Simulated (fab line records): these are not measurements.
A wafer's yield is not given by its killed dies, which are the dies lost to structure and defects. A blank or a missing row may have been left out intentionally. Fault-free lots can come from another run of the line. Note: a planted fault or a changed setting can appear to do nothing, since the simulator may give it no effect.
One fault through the eyes of 2 desks -- flow berkeleyCmos170 -- what lay behind the numbers comes last; until then each desk has only its own

## FOR THE TOOL OWNER'S DESK: lithoTrack-02
UCB170_CONTACT_PEB_13, tool's own readings: per-lot mean of the sampled wafers with a number, covering each lot this tool ran. If a lot's mean is further than 4 standard deviations from the usual mean, the lot is out of limits and carries the mark OUT (the distance appears in the brackets).
Columns: A = chillPlateTempC at UCB170_CONTACT_PEB_13, usual 23.03 C
lot,first seen here,A
L704,day 7 23:00,23.02
L705,day 8 00:00,22.98
L708,day 8 09:56,23.17
L714,day 9 11:23,22.95
L715,day 10 05:08,23.11
This desk found nothing out of limits on any of the 5 lots.

## METROLOGY DESK
Means of the sampled wafers that have a number, per lot and without regard to the tool the lot ran on: this is what the gauges read. If a lot's mean is further than 4 standard deviations from the usual mean, the lot is out of limits and carries the mark OUT (the distance appears in the brackets).
Columns: A = cdNm at UCB170_CONTACT_CD_MEAS_15, usual 700.1 nm
lot,first seen here,A
L702,day 7 08:10,701.7
L701,day 7 08:25,700.9
L703,day 7 12:59,700.3
L706,day 7 21:10,702.4
L704,day 8 00:17,698.1
L705,day 8 00:28,701.9
L708,day 8 10:13,699.8
L707,day 8 10:51,699.4
L709,day 8 13:04,703.1
L714,day 9 11:38,707.7 (+5.0) OUT
L715,day 10 05:25,705.7
L717,day 10 06:27,700.2
L720,day 10 18:03,700.4
L724,day 11 20:44,697.2
This desk's finding: out of limits on L714; first on L714, day 9 11:38 (cdNm at UCB170_CONTACT_CD_MEAS_15). In limits: L702, L701, L703, L706, L704, L705, L708, L707, L709, L715, L717, L720, L724.

## ALL TOGETHER
At day 9 11:38 the metrology desk could have sounded an alarm, on L714.
The tool owner's desk saw nothing out of limits.
On record at the tool owner's desk: L714, within its limits.
The lots listed all ran UCB170_CONTACT_PEB_13 on lithoTrack-02.

## WHAT HAD BEEN PUT IN BY THE SIMULATOR
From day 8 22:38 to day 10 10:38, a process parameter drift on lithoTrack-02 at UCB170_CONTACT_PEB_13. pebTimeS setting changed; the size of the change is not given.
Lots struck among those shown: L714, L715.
Per desk, hours elapsed from the start of the fault to the first reading out of limits: for the metrology desk, 13.
